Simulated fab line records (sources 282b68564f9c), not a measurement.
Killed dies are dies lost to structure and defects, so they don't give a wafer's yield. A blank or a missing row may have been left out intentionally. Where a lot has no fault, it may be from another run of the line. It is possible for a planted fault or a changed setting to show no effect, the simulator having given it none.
Which tool did it? ; flow ritCmos ; Sampling: 7 lots, 21 wafers, 4 of 202 route steps

## WHAT EACH GAUGE READ, for each wafer
RIT_M1_CD_MEAS_90: target cd 2600 nm.
lot;measured;on;cdNm (nm)
L615;day 3 17:17;cdSem-02;2598.7 2600.3 2596.5
L618;day 4 10:01;cdSem-02;2600.0 2600.5 2603.6
L625;day 5 19:46;cdSem-01;2598.9 2597.5 2601.8
L627;day 6 06:13;cdSem-02;- - -
L631;day 7 02:55;cdSem-02;2599.6 2599.0 2597.8
L634;day 7 15:52;cdSem-02;2598.1 2596.5 2597.7
L636;day 8 03:10;cdSem-02;2600.0 2598.4 2599.6

## EACH LOT AND THE TOOL THAT RAN IT (in order: tool; ch and the chambers of the sampled wafers; start)
lot;RIT_SPACER_ETCHBACK_05;RIT_CONTACT_CVD_00;RIT_M1_METAL_ETCH_12
L615;rieDiel-02 ch 0,1,2, day 3 07:59;pecvd-04 ch 0,1,2, day 3 12:32;rieMetal-02 ch 0,1, day 3 16:47
L618;rieDiel-02 ch 0,2,3, day 4 00:19;pecvd-04 ch 0,1, day 4 05:10;rieMetal-02 ch 0,1, day 4 09:28
L625;rieDiel-04 ch 0,2, day 5 10:24;pecvd-03 ch 0,1, day 5 14:56;rieMetal-03 ch 0,1, day 5 19:14
L627;rieDiel-04 ch 0,2, day 5 20:52;pecvd-04 ch 0,1,2, day 6 01:24;rieMetal-02 ch 0,1, day 6 05:42
L631;rieDiel-01 ch 0,1, day 6 17:17;pecvd-03 ch 0,1,2, day 6 21:49;rieMetal-04 ch 0,1, day 7 02:25
L634;rieDiel-01 ch 2,3, day 7 05:59;pecvd-03 ch 0,2, day 7 10:42;rieMetal-02 ch 0, day 7 15:11
L636;rieDiel-04 ch 2,3, day 7 17:27;pecvd-04 ch 0,2, day 7 22:12;rieMetal-04 ch 0,1, day 8 02:29
- RIT_SPACER_ETCHBACK_05: etches Si3N4 in SF6/CHF3, stops on SiO2, target depth 250 nm, time 240 s.
- RIT_CONTACT_CVD_00: deposits SiO2 from TEOS, target thk 400 nm, time 61 s.
- RIT_M1_METAL_ETCH_12: etches Al in Cl2/BCl3, stops on SiO2, time 165 s, target depth 600 nm.

## THE ANSWER, worked out from the rows above alone
Rule: what is usual is taken from the lots themselves. The widest of any qualifying gaps counts: lots, ordered by their means at a reading, are off when they make up no more than a third of the lots, leave a main group of 4 or more, and stand apart from it by 3 or more times the standard deviation of that group's means. The tables above print the reading to a certain number of digits; a main group whose means all agree to those digits is not used. Also off: a lot with no number at a reading for which 4 or more lots have one. The other lots that the step has rows for count as sound.
Off, at RIT_M1_CD_MEAS_90 on cdNm: L627. Without a number there: L627. Main group: mean 2599.1 nm, sd 1.2.
If a tool, at a process step before that reading, ran all the lots that are off and no sound lot after the first of them, it fits. The gauges at RIT_M1_CD_MEAS_90 are tried like those tools. Of those tried, none fits.

## WHAT HAD BEEN PUT IN BY THE SIMULATOR
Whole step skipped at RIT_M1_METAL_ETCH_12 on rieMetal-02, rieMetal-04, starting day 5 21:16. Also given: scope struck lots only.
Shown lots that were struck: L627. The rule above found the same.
